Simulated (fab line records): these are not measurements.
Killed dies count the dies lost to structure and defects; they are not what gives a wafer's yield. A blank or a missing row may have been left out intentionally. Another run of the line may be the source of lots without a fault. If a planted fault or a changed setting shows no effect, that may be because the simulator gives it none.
Which tool was responsible?    flow rit_cmos    21 wafers from 7 lots sampled at 2 of the route's 202 steps

== WHAT THE GAUGES READ, wafer by wafer ==
RIT_ACTIVE_CD_MEAS_11: target cd 1400 nm.
lot   measured     on         cd_nm (nm)
L959  day 2 00:29  cd_sem-01  1400.9 1401.5 1401.7
L962  day 2 15:37  cd_sem-01  1400.4 1399.6 1400.5
L964  day 3 03:24  cd_sem-02  1399.3 1398.5 1397.0
L966  day 3 13:02  cd_sem-02  1399.1 1397.6 1399.2
L968  day 3 21:56  cd_sem-01  1402.1 1400.2 1402.3
L972  day 4 17:56  cd_sem-02  1353.2 1354.5 1398.8
L979  day 6 08:13  cd_sem-02  1397.6 1396.6 1396.8

== TOOL THAT RAN EACH LOT (tool first, then ch and the chambers of the sampled wafers, then the start) ==
lot   RIT_ACTIVE_EXPOSE_08
L959  iline_stepper-01 ch 0, day 2 00:05
L962  iline_stepper-02 ch 0, day 2 15:13
L964  iline_stepper-01 ch 0, day 3 03:00
L966  iline_stepper-02 ch 0, day 3 12:38
L968  iline_stepper-02 ch 0, day 3 21:31
L972  iline_stepper-02 ch 0, day 4 17:32
L979  iline_stepper-01 ch 0, day 6 07:49
- RIT_ACTIVE_EXPOSE_08: exposes mask M1, target cd 1400 nm.

== THE ANSWER, worked out from the rows above alone ==
Rule: the usual values come from the lots themselves. The widest of any qualifying gaps counts: lots, ordered by their means at a reading, are off when they make up no more than a third of the lots, leave a main group of 4 or more, and stand apart from it by 3 or more times the standard deviation of that group's means. Not used: any main group whose means are identical at the precision the tables above print for the reading. A lot without any number at a reading at which 4 lots or more have one is off too. The other lots that the step has rows for count as sound.
Off at RIT_ACTIVE_CD_MEAS_11 (cd_nm): L972. For the main group the mean is 1399.5 nm and the standard deviation 1.7.
If a tool, at a process step before that reading, ran all the lots that are off and no sound lot after the first of them, it fits. Those tools and the gauges at RIT_ACTIVE_CD_MEAS_11 are tried in the same way. One fits: RIT_ACTIVE_EXPOSE_08 on iline_stepper-02. A fault onset in the window from L968 (day 3 21:31, its last sound lot) to L972 (day 4 17:32, its first lot off) fits.

== WHAT THE SIMULATOR PUT IN ==
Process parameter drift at RIT_ACTIVE_EXPOSE_08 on iline_stepper-02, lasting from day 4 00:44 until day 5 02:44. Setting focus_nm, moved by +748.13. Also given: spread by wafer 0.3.
Shown lots that were struck: L972. The rule given above showed the same thing.
